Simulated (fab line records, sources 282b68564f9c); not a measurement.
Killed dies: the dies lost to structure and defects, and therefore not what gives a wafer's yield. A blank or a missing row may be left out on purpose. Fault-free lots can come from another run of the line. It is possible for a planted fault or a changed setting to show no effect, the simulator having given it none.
fab line records    flow rit-cmos
record: lots: 6  wafers: 18  last-day: 7
route steps=202 shown NWELL@38 PWELL@39 WELLDRIVE@50 NRETRO@53 M1@202
lots that met no fault: taken from a fault-free run of the same line
start-h: hours from the record's opening day to when the first of the lot's shown wafers began    wait-h: how many hours have passed since the lot's step before this one    " repeats the value in the row above    L1.1+2: a single row standing in for several wafers    - value missing, or start not given    * or withheld: withheld    < > ~ a bound
route shown NAME@n: a module of which the file shows steps, and the number in the route of the first    usual: mean/standard deviation taken from wafers without a fault    same: alike in all rows    chamber/n: place in a boat    sites: each site's reading    _std_site: how widely they spread, as a standard deviation    _edge_site: outer sites' mean less inner sites'    radius-mm: for every site, how far away it sits from the centre of the wafer    mask NAME#n: copy n    behind: the last tool/chamber to shape the wafer    hold: reason for holding the lot/hours on hold/outcome of the hold    device: whichever transistor did not switch (one of n, p or np)    end of line: the route-end tests of the same wafers    step lacking rows: just its recipe    killed: not the wafer's yield, but the dies lost to structure and defects at the first sort    map: shows each die of a wafer: x if killed, . if not, _ if none is there
set.NAME: the run value of the setting; set.NAME@STEP: its run value at that earlier step    model.NAME: the simulator's own value behind a step, which no gauge read
lots at some steps of the route; a table a step, a row a wafer
services: a tool's chamber out of use, with start hour (start-h, from the record's first day; less than 0 if before it), hours out, and reason
== steps ==
step: RIT_NWELL_TW_MEAS_10
usual: NWELL_TW: 2150/15
lot.wafer  tool           chamber  start-h  wait-h  NWELL_TW
L832.3     film-metro-03  -        30.90    0.1     2138
L832.4     "              -        "        "       2150
L832.5     "              -        "        "       2157
L836.1     film-metro-01  -        51.07    0.1     2162
L836.2     "              -        "        "       2157
L836.5     "              -        "        "       2173
L837.2     film-metro-03  -        56.53    0.1     2150
L837.3     "              -        "        "       2147
L837.4     "              -        "        "       2148
L843.3     film-metro-04  -        85.81    0.1     2135
L843.4     "              -        "        "       2137
L843.5     "              -        "        "       2143
L844.3     film-metro-03  -        92.12    0.1     2134
L844.4     "              -        "        "       2145
L844.5     "              -        "        "       2137
L852.1     film-metro-04  -        131.55   0.1     2146
L852.2     "              -        "        "       2165
L852.3     "              -        "        "       2155
step: RIT_PWELL_HMDS_00
recipe: prime-time-s: 60  prime-temp-c: 140
step: RIT_PWELL_COAT_01
recipe: resist: NOVOLAK  spin-rpm: 2000  resist-thk-nm: 1300
step: RIT_PWELL_SOFTBAKE_02
recipe: resist: NOVOLAK  temp-c: 90  time-s: 60
step: RIT_PWELL_EXPOSE_03
recipe: mask-id: M3  na: 0.57  target-cd-nm: 43700  dose-mj: 250
step: RIT_PWELL_PEB_04
recipe: resist: NOVOLAK  temp-c: withheld  time-s: withheld
step: RIT_PWELL_DEVELOP_05
recipe: resist: NOVOLAK  develop-time-s: 68  dev-temp-c: 23
step: RIT_PWELL_OVL_MEAS_06
usual: PWELL_OVL: 0.5/1.5
lot.wafer  tool        chamber  start-h  wait-h  PWELL_OVL[nm]
L832.3     overlay-02  -        32.10    -       0.4
L832.4     "           -        "        "       -0.3
L832.5     "           -        "        "       -1.4
L836.1     overlay-02  -        52.36    -       -1.9
L836.2     "           -        "        "       -1.0
L836.5     "           -        "        "       -2.6
L837.2     overlay-01  -        57.62    -       2.5
L837.3     "           -        "        "       2.9
L837.4     "           -        "        "       1.9
L843.3     overlay-02  -        86.87    -       -0.5
L843.4     "           -        "        "       1.5
L843.5     "           -        "        "       -0.9
L844.3     overlay-02  -        93.05    -       3.8
L844.4     "           -        "        "       2.2
L844.5     "           -        "        "       0.9
L852.1     overlay-01  -        132.54   -       1.2
L852.2     "           -        "        "       0.9
L852.3     "           -        "        "       -1.0
step: RIT_PWELL_HARDBAKE_07
recipe: resist: NOVOLAK  temp-c: 140  time-s: 120
step: RIT_PWELL_IMPLANT_08
recipe: species: B  energy-kev: 168.1  dose-cm2: 7e+13  tilt-deg: 7
step: RIT_PWELL_STRIP_09
recipe: chemistry: O2  time-s: 180  resist: NOVOLAK  platen-temp-c: withheld  power-w: 500  pressure-mtorr: 4000  o2-flow-sccm: 4000
usual: drypump-motor-current-A: 5.5/0.5
lot.wafer  tool             chamber  start-h  wait-h  drypump-motor-current-A  rf-hours-counter-h
L832.3     plasma-asher-03  0        32.58    0.1     5.5                      -
L832.4     "                1        "        "       6.0                      -
L832.5     "                1        "        "       6.0                      -
L836.1     plasma-asher-01  0        52.80    0.1     6.2                      42
L836.2     "                1        "        "       5.2                      42
L836.5     "                0        "        "       6.2                      -
L837.2     plasma-asher-03  1        58.05    0.1     6.0                      42
L837.3     "                1        "        "       6.0                      -
L837.4     "                0        "        "       5.5                      -
L843.3     plasma-asher-03  0        87.35    0.1     5.5                      -
L843.4     "                1        "        "       5.9                      -
L843.5     "                0        "        "       5.5                      -
L844.3     plasma-asher-02  0        93.53    0.1     5.4                      -
L844.4     "                1        "        "       4.8                      -
L844.5     "                0        "        "       5.4                      -
L852.1     plasma-asher-03  1        132.97   0.1     6.0                      2
L852.2     "                0        "        "       5.5                      2
L852.3     "                1        "        "       6.0                      -
step: RIT_PWELL_TW_MEAS_10
usual: PWELL_TW: 951/7
lot.wafer  tool           chamber  start-h  wait-h  PWELL_TW
L832.3     film-metro-03  -        32.72    0.1     950
L832.4     "              -        "        "       952
L832.5     "              -        "        "       951
L836.1     film-metro-03  -        52.97    0.1     950
L836.2     "              -        "        "       948
L836.5     "              -        "        "       948
L837.2     film-metro-03  -        58.23    0.1     952
L837.3     "              -        "        "       951
L837.4     "              -        "        "       950
L843.3     film-metro-01  -        87.49    0.1     961
L843.4     "              -        "        "       966
L843.5     "              -        "        "       969
L844.3     film-metro-04  -        93.67    0.1     948
L844.4     "              -        "        "       945
L844.5     "              -        "        "       946
L852.1     film-metro-03  -        133.15   0.1     948
L852.2     "              -        "        "       943
L852.3     "              -        "        "       944
step: RIT_WELLDRIVE_ANNEAL_00
recipe: temp-c: 1100  time-s: 14700  ambient: N2
usual: run-length-s: 18264/9.8  tube_center_temp_C_max: 1102.8/0.42
lot.wafer  tool        chamber  start-h  wait-h  run-length-s  tube_center_temp_C_max
L832.3     furnace-04  0        32.76    0.0     18255         1102.7
L832.4     "           0        "        "       18255         1102.2
L832.5     "           0        "        "       18255         1102.6
L836.1     furnace-02  0        53.03    0.1     23416         1103.1
L836.2     "           0        "        "       23416         1103.4
L836.5     "           0        "        "       23416         1102.9
L837.2     furnace-02  0        58.28    0.0     23418         1102.5
L837.3     "           0        "        "       23418         1102.1
L837.4     "           0        "        "       23418         1102.8
L843.3     furnace-04  0        87.68    0.2     18246         1102.4
L843.4     "           0        "        "       18246         1102.7
L843.5     "           0        "        "       18246         1103.4
L844.3     furnace-04  0        93.71    0.0     18252         1104.0
L844.4     "           0        "        "       18252         1103.0
L844.5     "           0        "        "       18252         1102.4
L852.1     furnace-02  0        133.33   0.2     18276         1102.7
L852.2     "           0        "        "       18276         1103.2
L852.3     "           0        "        "       18276         1102.2
step: RIT_WELLDRIVE_RS_MEAS_01
recipe: thk-meas-gauge: four-point-probe
usual: NWELL_RS: 275.8/0.86
lot.wafer  tool           chamber  start-h  wait-h  NWELL_RS[ohm/sq]
L832.3     film-metro-03  -        37.88    0.0     275.1
L832.4     "              -        "        "       275.5
L832.5     "              -        "        "       274.8
L836.1     film-metro-01  -        58.12    0.0     261.8
L836.2     "              -        "        "       261.9
L836.5     "              -        "        "       261.7
L837.2     film-metro-04  -        63.38    0.0     261.5
L837.3     "              -        "        "       261.0
L837.4     "              -        "        "       260.8
L843.3     film-metro-03  -        92.81    0.0     275.7
L843.4     "              -        "        "       275.9
L843.5     "              -        "        "       275.7
L844.3     film-metro-03  -        98.83    0.0     274.1
L844.4     "              -        "        "       274.5
L844.5     "              -        "        "       273.9
L852.1     film-metro-03  -        138.41   0.0     276.7
L852.2     "              -        "        "       275.4
L852.3     "              -        "        "       276.0
step: RIT_WELLDRIVE_RS_MEAS_02
recipe: thk-meas-gauge: four-point-probe
usual: PWELL_RS: 430.7/1.2
lot.wafer  tool           chamber  start-h  wait-h  PWELL_RS[ohm/sq]
L832.3     film-metro-03  -        38.00    0.1     430.7
L832.4     "              -        "        "       429.2
L832.5     "              -        "        "       429.8
L836.1     film-metro-01  -        58.24    0.1     415.1
L836.2     "              -        "        "       414.8
L836.5     "              -        "        "       414.9
L837.2     film-metro-04  -        63.50    0.1     415.1
L837.3     "              -        "        "       415.4
L837.4     "              -        "        "       414.4
L843.3     film-metro-03  -        92.93    0.1     427.9
L843.4     "              -        "        "       428.8
L843.5     "              -        "        "       428.5
L844.3     film-metro-03  -        98.95    0.1     430.1
L844.4     "              -        "        "       428.4
L844.5     "              -        "        "       429.1
L852.1     film-metro-03  -        138.53   0.1     431.8
L852.2     "              -        "        "       431.1
L852.3     "              -        "        "       431.6
step: RIT_NRETRO_HMDS_00
recipe: prime-time-s: 60  prime-temp-c: 140
step: RIT_M1_PROBE_99
usual: killed-at-contacts: 0.1/0.35  killed-at-front-end: 6.6/2.7  killed-dies: 6.7/2.8  killed-open: 3.4/2.1  killed-short: 3.3/1.8
same: gross-dies: 264  killed_at_M0_to_M3: 0  killed_at_M4_up: 0  killed-at-back-side: 0  killed-at-other: 0
lot.wafer  tool       chamber  start-h  wait-h  killed-at-contacts  killed-at-front-end  killed-dies  killed-open  killed-short  model.etest.nwell-pinched.rs-ohm-sq  model.etest.pwell-pinched.rs-ohm-sq  model.etest.pwell.rs-ohm-sq  model.etest.nmos-narrow.drive-ua-um  model.etest.nmos_0p3.drive-ua-um  model.etest.field-n.vt-v  model.etest.field-p-metal.vt-v  model.etest.field-p.vt-v
L832.3     prober-02  -        66.74    0.2     1                   8                    9            5            4             341.2                                463.7                                416.6                        245.5                                241                               34.05                     -29.49                          -12.54
L832.4     prober-02  -        66.79    0.2     0                   7                    7            1            6             341                                  462                                  418.6                        250.4                                250.9                             34.41                     -29.69                          -12.44
L832.5     prober-02  -        66.84    0.2     0                   10                   10           4            6             341                                  464.2                                419.6                        249.3                                244.9                             34.88                     -29.37                          -12.62
L836.1     prober-02  -        86.96    0.1     0                   5                    5            2            3             317                                  442.2                                402.1                        246.8                                250.6                             34.24                     -29.9                           -13.35
L836.2     prober-02  -        87.01    0.1     0                   8                    8            2            6             313                                  441.2                                403                          252                                  254.8                             34.45                     -30.49                          -13.29
L836.5     prober-02  -        87.16    0.2     0                   11                   11           6            5             316                                  435.2                                398.3                        247                                  247.8                             33.93                     -30.63                          -13.19
L837.2     prober-01  -        91.50    0.1     0                   5                    5            2            3             315.5                                444.2                                403.9                        265.1                                261.4                             33.3                      -31.01                          -13.31
L837.3     prober-01  -        91.55    0.2     0                   6                    6            3            3             311.2                                445.1                                402.7                        263.7                                260.1                             33.19                     -30.61                          -13.33
L837.4     prober-01  -        91.60    0.2     0                   6                    6            3            3             309.4                                440.2                                403.6                        265.6                                261.4                             32.62                     -31.98                          -13.19
L843.3     prober-01  -        121.87   0.2     3                   14                   17           7            7             344.5                                463.9                                414.3                        247.1                                251.2                             34.14                     -29.79                          -12.76
L843.4     prober-01  -        121.92   0.2     1                   9                    10           6            4             343.1                                462.2                                413.6                        249.4                                254.9                             34.56                     -30.21                          -12.7
L843.5     prober-01  -        121.97   0.2     0                   6                    6            2            4             341.5                                472.1                                415.9                        245.8                                251.8                             34.6                      -30.31                          -12.73
L844.3     prober-02  -        128.77   0.2     0                   5                    5            1            4             337.3                                452.6                                411                          250.2                                244.7                             34.47                     -29.99                          -12.49
L844.4     prober-02  -        128.82   0.2     0                   9                    9            5            4             338.2                                465.4                                418.8                        248.7                                243.3                             35.91                     -29.68                          -12.66
L844.5     prober-02  -        128.87   0.2     0                   3                    3            3            0             337.7                                461.7                                414.5                        251.7                                246                               34.39                     -30.25                          -12.49
L852.1     prober-02  -        169.89   0.1     0                   8                    8            6            2             342.4                                457.2                                413.9                        249.9                                248.2                             34.73                     -30.78                          -13.09
L852.2     prober-02  -        169.94   0.1     0                   5                    5            4            1             342.5                                458.9                                416                          245.9                                245.8                             35.5                      -30.54                          -13.21
L852.3     prober-02  -        169.99   0.2     0                   5                    5            2            3             341.2                                464.1                                416.6                        252                                  251.6                             35.01                     -31.38                          -13.12
killed by level:class
L832.3 GATE:geometric-particle:short=4 ACTIVE:geometric-particle:open=1 FOX1:geometric-particle:open=1 FOX2:geometric-particle:open=1 CONTACT:geometric-particle:open=1 SILICIDE:geometric-particle:open=1
L832.4 GATE:geometric-particle:short=3 FOX1:geometric-particle:short=2 FOX1:geometric-particle:open=1 SPACER:geometric-particle:short=1
L832.5 FOX1:geometric-particle:open=3 GATE:geometric-particle:short=3 REOX:geometric-particle:short=2 FOX1:geometric-particle:short=1 GATE:geometric-particle:open=1
L836.1 GATE:geometric-particle:open=2 SPACER:geometric-particle:short=2 GATE:geometric-particle:short=1
L836.2 SPACER:geometric-particle:short=3 FOX1:geometric-particle:short=1 FOX2:geometric-particle:open=1 GATE:geometric-particle:open=1 GATE:geometric-particle:short=1 SILICIDE:geometric-particle:short=1
L836.5 GATE:geometric-particle:open=2 REOX:geometric-particle:short=2 FOX1:geometric-particle:open=1 FOX1:geometric-particle:short=1 FOX2:geometric-particle:open=1 GATE:geometric-particle:short=1 SPACER:geometric-particle:open=1 SPACER:geometric-particle:short=1
L837.2 FOX1:geometric-particle:short=1 FOX2:geometric-particle:open=1 SPACER:geometric-particle:short=1 SPACER:geometric-particle:open=1 SILICIDE:geometric-particle:short=1
L837.3 GATE:geometric-particle:open=2 FOX1:geometric-particle:open=1 FOX1:geometric-particle:short=1 SPACER:geometric-particle:short=1 SILICIDE:geometric-particle:short=1
L837.4 GATE:geometric-particle:open=2 SPACER:geometric-particle:short=2 FOX2:geometric-particle:open=1 GATE:geometric-particle:short=1
L843.3 FOX1:geometric-particle:short=4 CONTACT:coat-microbubble-printed=3 FOX1:geometric-particle:open=2 GATE:geometric-particle:open=2 SPACER:geometric-particle:open=2 GATE:geometric-particle:short=1 SPACER:geometric-particle:short=1 SILICIDE:geometric-particle:short=1
L843.4 GATE:geometric-particle:open=3 SILICIDE:geometric-particle:short=3 FOX1:geometric-particle:short=1 SPACER:geometric-particle:open=1 SILICIDE:geometric-particle:open=1 CONTACT:geometric-particle:open=1
L843.5 SPACER:geometric-particle:short=3 FOX1:geometric-particle:open=1 GATE:geometric-particle:short=1 SILICIDE:geometric-particle:open=1
L844.3 GATE:geometric-particle:short=3 FOX1:geometric-particle:short=1 SPACER:geometric-particle:open=1
L844.4 FOX1:geometric-particle:short=2 REOX:geometric-particle:open=2 FOX1:geometric-particle:open=1 GATE:geometric-particle:short=1 REOX:geometric-particle:short=1 SPACER:geometric-particle:open=1 SILICIDE:geometric-particle:open=1
L844.5 GATE:geometric-particle:open=2 FOX1:geometric-particle:open=1
L852.1 FOX2:geometric-particle:open=2 GATE:geometric-particle:open=2 FOX2:geometric-particle:short=1 GATE:geometric-particle:short=1 SPACER:geometric-particle:open=1 SILICIDE:geometric-particle:open=1
L852.2 GATE:geometric-particle:open=2 FOX2:geometric-particle:open=1 SPACER:geometric-particle:open=1 SILICIDE:geometric-particle:short=1
L852.3 GATE:geometric-particle:open=2 FOX1:geometric-particle:short=1 GATE:geometric-particle:short=1 SILICIDE:geometric-particle:short=1
== services ==
tool             chamber  start-h  hours  kind
plasma-asher-02  -        29.96    0.8    repair
furnace-02       -        35.53    3.6    pm
furnace-04       -        98.79    4.0    pm
plasma-asher-01  -        102.22   7.6    repair
plasma-asher-03  -        108.75   9.0    pm
plasma-asher-03  0        108.75   9.0    vent-cycle
plasma-asher-03  1        108.75   9.0    vent-cycle
plasma-asher-03  0        117.75   -      clean
plasma-asher-03  1        117.75   -      clean
furnace-04       -        126.83   3.5    pm
== key ==
first-sign: step: RIT_WELLDRIVE_ANNEAL_00  reading: run-length-s  direction: up  sigmas: 99+  usual: *  struck: *
effect: step: RIT_WELLDRIVE_RS_MEAS_01  reading: NWELL_RS  direction: down  sigmas: 17  usual: 275.8  struck: 261.5
effect: step: RIT_WELLDRIVE_RS_MEAS_02  reading: PWELL_RS  direction: down  sigmas: 13  usual: 430.7  struck: 415.0
model-effect: step: RIT_M1_PROBE_99  value: etest.nwell-pinched.rs-ohm-sq  without: 338.5  struck: 313.7
met-at RIT_WELLDRIVE_ANNEAL_00
struck-wafers L836.1,L836.2,L836.5,L837.2,L837.3,L837.4
tester-left-out L836,L837
fault: kind: process-parameter-drift  tool: furnace-02  chamber: -  onset-h: 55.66  steps: RIT_WELLDRIVE_ANNEAL_00  channel: time-s  offset: *  shape: step  end-h: 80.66  acts-in: *  stated: *
tester-left-out: of these lots the tester's yield and bins aren't shown, on N5 and GAA mostly nor the transistor test; their killed dies are dies lost to structure and defects alone, not to doping, threshold or leakage, so they don't give the yield
